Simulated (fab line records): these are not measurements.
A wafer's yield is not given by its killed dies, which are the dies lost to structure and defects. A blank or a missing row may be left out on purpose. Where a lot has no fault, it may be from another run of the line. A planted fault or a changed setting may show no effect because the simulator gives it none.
What tool caused it? + flow berkeley-cmos170 + 7 lots with 21 wafers sampled at 2 steps, on a route of 331 steps

## WHAT THE GAUGES SHOWED, per wafer
UCB170_NVT_TW_MEAS_09.
| lot  | measured     | on            | NVT_TW      |
|------|--------------|---------------|-------------|
| L220 | day 7 11:49  | film-metro-01 | 530 527 525 |
| L224 | day 8 00:29  | film-metro-03 | 529 528 524 |
| L223 | day 8 00:46  | film-metro-02 | 518 519 518 |
| L226 | day 8 14:11  | film-metro-01 | 661 661 663 |
| L236 | day 10 20:21 | film-metro-03 | 532 530 530 |
| L238 | day 11 02:40 | film-metro-01 | 528 526 528 |
| L241 | day 11 19:25 | film-metro-02 | 523 523 521 |

## WHAT TOOL EACH LOT RAN ON (gives the tool, then ch and the chambers of the sampled wafers, and finally the start)
| lot  | UCB170_NVT_IMPLANT_07           |
|------|---------------------------------|
| L220 | implanter-01 ch 0, day 7 11:35  |
| L224 | implanter-04 ch 0, day 8 00:14  |
| L223 | implanter-01 ch 0, day 8 00:34  |
| L226 | implanter-02 ch 0, day 8 13:37  |
| L236 | implanter-04 ch 0, day 10 20:09 |
| L238 | implanter-02 ch 0, day 11 02:25 |
| L241 | implanter-02 ch 0, day 11 19:10 |
- UCB170_NVT_IMPLANT_07

## THE ANSWER, worked out from the rows above alone
Rule: usual is defined by the lots themselves. The widest of any qualifying gaps counts: lots, ordered by their means at a reading, are off when they make up no more than a third of the lots, leave a main group of 4 or more, and stand apart from it by 3 or more times the standard deviation of that group's means. If all means in a main group match to the digits the tables above print for the reading, that group is not used. A lot without any number at a reading at which 4 lots or more have one is off too. All remaining lots with rows at the step are treated as sound.
Off: L226, at UCB170_NVT_TW_MEAS_09 (NVT_TW). Mean 526 and standard deviation 4 in the main group.
A tool fits if, at a process step before that reading, it ran every lot that is off, and no sound lot after the first of them. Gauges at UCB170_NVT_TW_MEAS_09: tried the same way as those tools. No candidate that was tried fits.

## WHAT THE SIMULATOR HAD PUT IN
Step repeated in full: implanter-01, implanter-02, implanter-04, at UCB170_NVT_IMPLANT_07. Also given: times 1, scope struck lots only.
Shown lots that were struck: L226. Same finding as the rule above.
